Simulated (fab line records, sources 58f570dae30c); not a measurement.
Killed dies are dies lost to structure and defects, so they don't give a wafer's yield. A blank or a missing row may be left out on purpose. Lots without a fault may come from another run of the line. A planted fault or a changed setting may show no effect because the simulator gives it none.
Chamber matching | flow berkeley_cmos170 | UCB170_M1_ETCH_11 on rie_diel-01: 4 sister chambers
The step etches BARC in N2/H2. 14 wafers are shown with their chamber, then 6 later ones without.

WAFERS WITH THEIR CHAMBER
wafer  | chamber | throttle_valve_pct (%) | drypump_motor_current_A (A) | oes_product_au (a.u.)
L820.2 | 1       | 13.11                  | 5.6                         | 1.009
L820.3 | 3       | 13.60                  | 4.9                         | 1.017
L820.5 | 0       | 13.01                  | 5.7                         | 1.004
L821.1 | 0       | 13.00                  | 5.7                         | 1.015
L821.2 | 1       | 13.12                  | 5.6                         | 1.003
L821.6 | 2       | 13.45                  | 5.2                         | 0.991
L831.2 | 3       | 13.60                  | 4.9                         | 1.006
L831.4 | 2       | 13.45                  | 5.2                         | 0.979
L831.6 | 2       | 13.44                  | 5.2                         | 0.990
L826.2 | 2       | 13.45                  | 5.2                         | 0.978
L826.5 | 2       | 13.45                  | 5.2                         | 0.987
L826.6 | 1       | 13.10                  | 5.6                         | 1.015
L833.4 | 1       | 13.11                  | 5.5                         | 1.005
L833.5 | 1       | 13.11                  | 5.6                         | 1.005

SIGNATURES (means of the wafers above)
reading                 | chamber 0 | chamber 1 | chamber 2 | chamber 3 | scatter within a chamber
throttle_valve_pct      | 13.0050   | 13.1100   | 13.4480   | 13.6000   | 0.00574
drypump_motor_current_A | 5.700     | 5.580     | 5.200     | 4.900     | 0.0283
oes_product_au          | 1.00950   | 1.00740   | 0.98500   | 1.01150   | 0.00602
Rule: a wafer's distance from a chamber is the root of the sum, over the readings, of the square of ((its reading less the chamber's mean) divided by the reading's scatter). The wafer belongs to the nearest chamber; if the next one is less than 2 further off, it can't be placed. The scatter: the root of (the sum of the squares of (reading less its chamber's mean) over the shown wafers, divided by (wafers less chambers)).

WAFERS WITHOUT THEIR CHAMBER
wafer  | throttle_valve_pct (%) | drypump_motor_current_A (A) | oes_product_au (a.u.)
L836.1 | 13.00                  | 5.7                         | 1.014
L836.2 | 13.60                  | 4.9                         | 1.011
L836.3 | 13.45                  | 5.2                         | 0.987
L837.2 | 13.60                  | 4.9                         | 1.023
L837.3 | 13.00                  | 5.7                         | 1.004
L837.4 | 13.12                  | 5.5                         | 0.999

WHICH CHAMBER EACH WENT THROUGH
wafer  | from the rows above | in truth
L836.1 | 0                   | 0
L836.2 | 3                   | 3
L836.3 | 2                   | 2
L837.2 | 3                   | 3
L837.3 | 0                   | 0
L837.4 | 1                   | 1
Placed correctly: 6 of 6. Can't be placed from these rows: 0. Placed wrongly: 0.
